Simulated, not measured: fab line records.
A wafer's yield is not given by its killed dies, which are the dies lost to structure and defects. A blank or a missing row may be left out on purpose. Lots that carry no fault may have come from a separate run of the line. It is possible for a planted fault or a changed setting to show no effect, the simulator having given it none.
One fault through the eyes of 2 desks	flow berkeley cmos170	numbers are kept per desk, each desk with only its own; the story behind them comes last

## METROLOGY DESK
Lot by lot, what the gauges showed, no matter which tool ran the lot: averages of those sampled wafers that carry a number. Marked OUT: a lot whose mean sits more than 4 standard deviations from the usual mean, which makes it out of limits; the brackets give that distance.
Columns: A = cd nm at UCB170_V2_CD_MEAS_90, usual 699.6 nm; B = M3_AL_RS at UCB170_M3_RS_MEAS_02, usual 0.0320 ohm/sq
lot	first seen here	A	B
L108	day 7 11:04	701.7	0.0318
L107	day 7 12:02	698.1	0.0323
L111	day 8 01:30	699.8	0.0321
L109	day 8 02:02	698.8	0.0320
L110	day 8 02:19	699.2	0.0318
L112	day 8 23:14	701.1	0.0321
L113	day 8 23:28	696.1	0.0324
L114	day 8 23:33	699.4	0.0319
L115	day 9 06:57	697.7	0.0317
L116	day 9 18:59	700.7	0.0323
L117	day 9 23:43	700.3	0.0314
L124	day 11 12:08	698.1	0.0321
L130	day 12 08:12	698.9	0.0321
Result from this desk: across the 13 lots, nothing is out of limits.

## FOR THE TOOL OWNER'S DESK: rie metal-04
The tool's own readings at UCB170_M3_METAL_ETCH_18 (etches Al in Cl2/BCl3, stops on SiO2, target depth 1170 nm, time 195 s): means of the sampled wafers that have a number, for each lot that ran on this tool. Marked OUT: a lot whose mean sits more than 4 standard deviations from the usual mean, which makes it out of limits; the brackets give that distance.
Columns: A = chamber pressure mTorr at UCB170_M3_METAL_ETCH_18, usual 12.001 mTorr; B = drypump motor current A at UCB170_M3_METAL_ETCH_18, usual 6.0 A; C = oes product au at UCB170_M3_METAL_ETCH_18, usual 0.854 a.u.; D = throttle valve pct at UCB170_M3_METAL_ETCH_18, usual 24.33 %
lot	first seen here	A	B	C	D
L110	day 8 05:22	11.994	5.5	0.841	24.28
L114	day 9 03:05	12.000	5.5	0.844	24.28
L124	day 11 14:35	12.002	5.7	0.876	24.27
Result from this desk: across the 3 lots, nothing is out of limits.

## ALL TOGETHER
The metrology desk saw nothing out of limits.
Nothing out of limits was seen by the tool owner's desk.

## WHAT HAD BEEN PUT IN BY THE SIMULATOR
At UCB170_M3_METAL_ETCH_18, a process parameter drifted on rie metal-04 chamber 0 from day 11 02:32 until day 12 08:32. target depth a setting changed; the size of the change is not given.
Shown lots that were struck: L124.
